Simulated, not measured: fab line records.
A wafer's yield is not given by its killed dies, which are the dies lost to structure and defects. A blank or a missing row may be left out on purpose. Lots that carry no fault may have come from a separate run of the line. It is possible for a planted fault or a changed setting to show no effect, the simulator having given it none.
One fault through the eyes of 2 desks / flow berkeley cmos170 / each desk has only its own numbers; what lay behind them comes last

## THE METROLOGY DESK
Lot by lot, what the gauges showed, no matter which tool ran the lot: averages of those sampled wafers that carry a number. Marked OUT: a lot whose mean sits more than 4 standard deviations from the usual mean, which makes it out of limits; the brackets give that distance.
Columns: A = cd nm at UCB170_V1_CD_MEAS_90, usual 700.4 nm; B = cd nm at UCB170_M3_CD_MEAS_90, usual 699.0 nm
lot=L558; first seen here=day 7 06:29; A=698.7; B=695.5
lot=L557; first seen here=day 7 06:44; A=698.8; B=698.6
lot=L560; first seen here=day 8 03:35; A=702.7; B=701.0
lot=L559; first seen here=day 8 03:44; A=702.4; B=698.9
lot=L561; first seen here=day 8 13:20; A=701.7; B=698.1
lot=L563; first seen here=day 8 22:19; A=701.6; B=696.3
lot=L564; first seen here=day 8 22:33; A=699.6; B=701.9
lot=L565; first seen here=day 9 12:17; A=700.2; B=698.2
lot=L568; first seen here=day 10 04:34; A=699.8; B=694.5
lot=L569; first seen here=day 10 04:55; A=701.0; B=701.7
lot=L574; first seen here=day 11 00:05; A=698.8; B=700.3
lot=L573; first seen here=day 11 00:14; A=700.3; B=696.1
lot=L577; first seen here=day 11 17:33; A=702.1; B=701.2
lot=L578; first seen here=day 12 01:08; A=698.6; B=701.3
lot=L580; first seen here=day 12 02:27; A=700.1; B=697.6
This desk's verdict: no lot among the 15 shows anything out of limits.

## DESK OF THE TOOL OWNER: furnace-04
The tool's own readings at UCB170_NWELL_OXIDATION_01 (target thk 26.4 nm, ox time 1260 s): means of the sampled wafers that have a number, for each lot that ran on this tool. Marked OUT: a lot whose mean sits more than 4 standard deviations from the usual mean, which makes it out of limits; the brackets give that distance.
Columns: A = ox temp c max at UCB170_NWELL_OXIDATION_01, usual 1005.5; B = zone power centre pct at UCB170_NWELL_OXIDATION_01, usual 48 %; C = zone power load pct at UCB170_NWELL_OXIDATION_01, usual 33 %; D = zone power source pct at UCB170_NWELL_OXIDATION_01, usual 36.7 %
lot=L559; first seen here=day 2 10:13; A=1006.1; B=53; C=31; D=40.1
lot=L560; first seen here=day 2 10:13; A=1004.3; B=52; C=31; D=39.7
lot=L565; first seen here=day 3 14:28; A=1004.9; B=52; C=31; D=40.1
lot=L569; first seen here=day 4 09:25; A=1005.1; B=53; C=31; D=39.9
lot=L573; first seen here=day 5 10:37; A=1004.7; B=53; C=31; D=40.4
lot=L574; first seen here=day 5 10:37; A=1004.9; B=52; C=31; D=40.2
lot=L578; first seen here=day 6 13:37; A=1006.3; B=52; C=31; D=40.0
This desk's verdict: no lot among the 7 shows anything out of limits.

## PUT TOGETHER
From the metrology desk's view, nothing was out of limits.
Nothing out of limits was seen by the tool owner's desk.

## WHAT THE SIMULATOR HAD INSERTED
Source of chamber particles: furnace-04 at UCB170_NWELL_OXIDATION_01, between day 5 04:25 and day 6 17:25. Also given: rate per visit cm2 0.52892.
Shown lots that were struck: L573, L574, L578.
